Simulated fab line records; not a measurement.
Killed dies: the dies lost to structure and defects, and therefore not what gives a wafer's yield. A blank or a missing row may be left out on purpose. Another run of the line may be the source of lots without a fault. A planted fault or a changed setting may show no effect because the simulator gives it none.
Struck lot and sound lot, side by side :: flow berkeleyCmos170 :: 15 out of 331 route steps
Sound: these wafers, L963.2, L963.4, L963.6. Struck: wafers L978.3, L978.5 (left out: L978.6, a lot-mate that was not struck); the cause follows at the end.
At each step with rows: each side's tool, then ch and its chambers, then its first start. Under that, the readings that differ: sound wafers :: struck wafers :: difference of the means :: sigmas: that difference in standard deviations of wafers without a fault.
alike: same words and numbers on both sides, and readings whose means sit less than 2 such deviations apart. not compared: any withheld reading, any reading some wafer has no value for, any bound like >300 that may hide the same value, and any number with overlapping values for which the record gives no deviation.
The two part at a step that has a row with sigmas, a row that says differs or no value, or rows on one side only. Non-overlapping numbers with no deviation appear without sigmas and do not part them. A reading missing from all wafers of one side parts the sides only when that side holds two or more wafers.

first, 1 step without rows for these wafers: UCB170_M3_SOFTBAKE_06 (time 60 s).
UCB170_M3_STRIP_07: strips in O2.
  sound on plasmaAsher-01 ch 0,1, day 8 11:56; struck on plasmaAsher-01 ch 0,1, day 11 22:25
  alike: drypumpMotorCurrentA, oesProductAu, stripTimeToEndpointS
  not compared: rfHoursCounterH
then, 7 steps without rows for these wafers: UCB170_M3_STRIP_08 (strips KrF in DMSO, time 600 s); UCB170_M3_COAT_09; UCB170_M3_COAT_10 (resist thk 900 nm); UCB170_M3_SOFTBAKE_11 (time 60 s); UCB170_M3_EXPOSE_12 (exposes mask METAL3, target cd 700 nm); UCB170_M3_PEB_13; UCB170_M3_DEVELOP_14 (develop time 45 s).
UCB170_M3_CD_MEAS_15: target cd 700 nm.
  sound on cdSem-01 at day 8 14:08; struck on cdSem-01 at day 12 00:56
  alike: cdNm
UCB170_M3_OVL_MEAS_16:
  sound on overlay-02 at day 8 14:14; struck on overlay-02 at day 12 01:02
reading: M3_OVL (nm)
sound: 3 6 1
struck: -8 -13
difference: -14
sigmas: -2
UCB170_M3_ETCH_17: etches BARC in N2/H2.
  sound on rieDiel-04 ch 0,1,2, day 8 14:16; struck on rieDiel-03 ch 2,3, day 12 01:03
  alike: drypumpMotorCurrentA, h2FlowSccm, oesProductAu, throttleValvePct
UCB170_M3_METAL_ETCH_18: etches Al in Cl2/BCl3, stops on SiO2, target depth 1170 nm, time 195 s.
  sound on rieMetal-03 ch 0,1, day 8 14:19; struck on rieMetal-03 ch 0, day 12 01:10
reading: overEtchFrac
sound: 0.3 0.3 0.3
struck: 0.26535 0.26535
difference: -0.03465
sigmas: 
  alike: drypumpMotorCurrentA, oesProductAu, throttleValvePct
  not compared: rfHoursCounterH
UCB170_M3_STRIP_19: strips in O2.
  sound on plasmaAsher-01 ch 0,1, day 8 14:30; struck on plasmaAsher-01 ch 0, day 12 01:19
  alike: drypumpMotorCurrentA, oesProductAu
  not compared: rfHoursCounterH
UCB170_M3_PROBE_99:
  only the struck wafers here have rows in the record (prober-01, day 12 01:43); the sound ones have none

== WHERE THEY PART ==
Earliest at UCB170_M3_OVL_MEAS_16; latest, in this record, at UCB170_M3_PROBE_99.

WHY: what had been put in by the simulator
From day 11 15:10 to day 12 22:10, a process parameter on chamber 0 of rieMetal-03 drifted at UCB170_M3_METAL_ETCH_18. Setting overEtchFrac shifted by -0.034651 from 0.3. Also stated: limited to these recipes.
